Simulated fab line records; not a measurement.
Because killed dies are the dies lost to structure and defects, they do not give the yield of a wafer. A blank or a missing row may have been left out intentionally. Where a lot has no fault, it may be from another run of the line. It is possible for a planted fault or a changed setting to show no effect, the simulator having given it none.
Code-filled problem report in 8D (eight disciplines) form ; flow berkeley_cmos170 ; the parts of the form that need people (team, actions taken, sign-off) are left out

== 1. PROBLEM STATEMENT ==
cd_nm at UCB170_V2_CD_MEAS_12 reads a mean of 687.7 nm on 6 wafers of 2 lots; wafers without a fault read 700.3 nm with a standard deviation of 1.1. That puts it -11 standard deviations away from the usual mean.
The step: target cd 700 nm.
The first sign was on wafer L775.1 at day 12 08:23, on cd_sem-02. The record holds 42 wafers of 14 lots with a number at this step. By rule, "out" or "out of limits" means more than 4 standard deviations away from the usual mean. All remaining wafers that have a number are taken as sound.

== 2. WHAT IT IS, AND WHAT IT ISN'T ==
question;is;is not
which readings at this step;cd_nm;-
which lots;L775, L779;L757, L758, L759, L760, L761, L762, L765, L766, L768, L770, L771, L776
which wafers of those lots;all that have a number;-
read on which gauges;cd_sem-01, cd_sem-02;-
when;from day 12 08:23;"up to then (33 sound wafers); but 3 sound wafers of L776 came after"

== 3. SUSPECTS, AND WHAT RULES EACH OUT ==
Counting: a tool at any process step up to the reading remains a suspect when it ran all the lots that are out and ran no sound lot after the first of those.
- the gauge at UCB170_V2_CD_MEAS_12 has been ruled out. Those wafers that are out were read across 2 gauges (cd_sem-01, cd_sem-02).
- litho_track-04 at UCB170_V2_PEB_10: kept. Every lot that is out went through it, starting with L775 (day 12 08:07), and after that it ran no sound lot; the last sound lot it ran before then is L771 (day 11 21:02). Out on those wafers are its own readings of heater_power_total_W, plate_temp_C.
After counting, what remains is litho_track-04 at UCB170_V2_PEB_10.

== 4. THE CAUSE (what the simulator had put in) ==
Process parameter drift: litho_track-04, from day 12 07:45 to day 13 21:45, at UCB170_V2_PEB_10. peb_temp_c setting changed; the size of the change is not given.
Only this tool survived the counting.

== 5. SEQUENCE OF EFFECTS, ordered by route ==
Each row: a reading where the mean over the struck wafers with a number is more than 3 standard deviations away from the usual. Scope: only readings with a usual standard deviation given in the record; hours: median across lots of the time from each lot's start at the first step in this table that gives one to its start at this step; sigmas: change in usual standard deviations.
hours;step;reading;usual;on struck wafers;change;sigmas
0;UCB170_V2_PEB_10;heater_power_total_W;56.80 W;55.72;-1.08;-22
0;UCB170_V2_PEB_10;plate_temp_C;130.03 C;128.25;-1.78;-13
0;UCB170_V2_CD_MEAS_12;cd_nm;700.3 nm;687.7;-12.6;-11
The process steps in it:
- UCB170_V2_PEB_10

== 6. WHAT WOULD HAVE CAUGHT IT SOONER ==
In this record the first reading out of limits at a measuring or inspecting step was taken at day 12 08:23, 1 hour after the fault began at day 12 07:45.
The tool's own readings at UCB170_V2_PEB_10 were out on every struck wafer that the step has a row for (heater_power_total_W, plate_temp_C): an alarm limit on them would have fired on the first of those.
L779, from the lots that are out (2), started UCB170_V2_PEB_10 on litho_track-04 later than day 12 08:23. It would have been spared by a hold on the tool at that moment.
